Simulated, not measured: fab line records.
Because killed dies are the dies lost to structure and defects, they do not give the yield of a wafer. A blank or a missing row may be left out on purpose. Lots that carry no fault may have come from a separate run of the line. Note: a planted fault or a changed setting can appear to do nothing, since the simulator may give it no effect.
A lot that was struck, set against a sound lot :: flow berkeley-cmos170 :: 14 out of 331 route steps
Sound: these wafers, L533.1, L533.4, L533.6. Wafers L534.1, L534.4, L534.5 were the ones struck. The cause is given at the end.
Order at every step that has rows: each side's tool, ch and its chambers, its first start. Under that, the readings that differ: sound wafers :: struck wafers :: difference of the means :: sigmas: that difference in standard deviations of wafers without a fault.
alike: words and numbers the same on both sides, and readings whose means are apart by under 2 such deviations; not compared: readings that were withheld, readings missing a value for some wafer, numbers with overlapping values and no deviation given by the record, and bounds like >300 which may hide the same value.
Wherever a step has rows on one side only, a row that says differs or no value, or a row with sigmas, the two part there. Numbers that don't overlap but have no deviation are shown without sigmas and don't part them. A reading missing from all wafers of one side parts the sides only when that side holds two or more wafers.

UCB170_GATE_CD_MEAS_12 targets a cd of 350 nm.
  sound on cd-sem-01, day 8 15:43; struck on cd-sem-01, day 8 23:01
  alike: cd-nm
UCB170_GATE_OVL_MEAS_13:
  sound on overlay-02, day 8 15:50; struck on overlay-02, day 8 23:08
  alike: GATE_OVL
UCB170_GATE_ETCH_14: etches BARC in N2/H2.
  sound on rie-diel-02 ch 0,1,3, day 8 15:52; struck on rie-diel-03 ch 0,2, day 8 23:10
  alike: drypump-motor-current-A, oes-product-au, throttle-valve-pct
UCB170_GATE_ETCH_15: etches poly-Si in HBr/Cl2, stops on SiO2, time 56.3 s, target depth 278.2 nm.
  sound on rie-si-02 ch 0,3, day 8 15:54; struck on rie-si-02 ch 2,3, day 8 23:12
  alike: drypump-motor-current-A, oes-product-au, throttle-valve-pct
  not compared: rf-hours-counter-h
UCB170_GATE_STRIP_16: strips in O2.
  sound on plasma-asher-01 ch 0,1, day 8 15:57; struck on plasma-asher-01 ch 0,1, day 8 23:15
  alike: drypump-motor-current-A, oes-product-au
  not compared: rf-hours-counter-h
UCB170_GATE_CD_MEAS_90 targets a cd of 350 nm.
  sound on cd-sem-01, day 8 16:19; struck on cd-sem-01, day 8 23:21
  alike: cd-nm
then, 6 steps without rows for these wafers: UCB170_GATE_CLEAN_17 (cleans in SPM, time 600 s); UCB170_PLDD_HMDS_00 (prime time 60 s); UCB170_PLDD_COAT_01 (resist thk 900 nm); UCB170_PLDD_SOFTBAKE_02 (time 60 s); UCB170_PLDD_EXPOSE_03 (exposes mask PSELECT, target cd 1200 nm); UCB170_PLDD_PEB_04.
UCB170_PLDD_DEVELOP_05: develop time 45 s.
  struck on litho-track-01, day 9 00:00; sound on litho-track-03 ch 0, day 8 17:00
  no value came back on the struck wafers for chill-plate-temp-C (C), develop-time-s (s), developer-temp-C (C); on the sound wafers chill-plate-temp-C (C) reads 22.96 22.96 22.93
reading: model.KrF_of_PLDD_COAT_01.thk-nm (nm)
sound: 886 885.7 888.9
struck: 898.8 900.9 900.5
difference: +13.2
sigmas: 
UCB170_PLDD_CD_MEAS_06 targets a cd of 1200 nm.
  sound on cd-sem-01, day 8 17:51; struck on cd-sem-02, day 9 00:57
reading: cd-nm (nm)
sound: 1202.2 1202.7 1202.2
struck: - - -
difference: no value on the struck wafers
sigmas: 

## WHERE THEY PART
First at UCB170_PLDD_DEVELOP_05; last, within this record, at UCB170_PLDD_CD_MEAS_06.

WHY: the cause the simulator had injected
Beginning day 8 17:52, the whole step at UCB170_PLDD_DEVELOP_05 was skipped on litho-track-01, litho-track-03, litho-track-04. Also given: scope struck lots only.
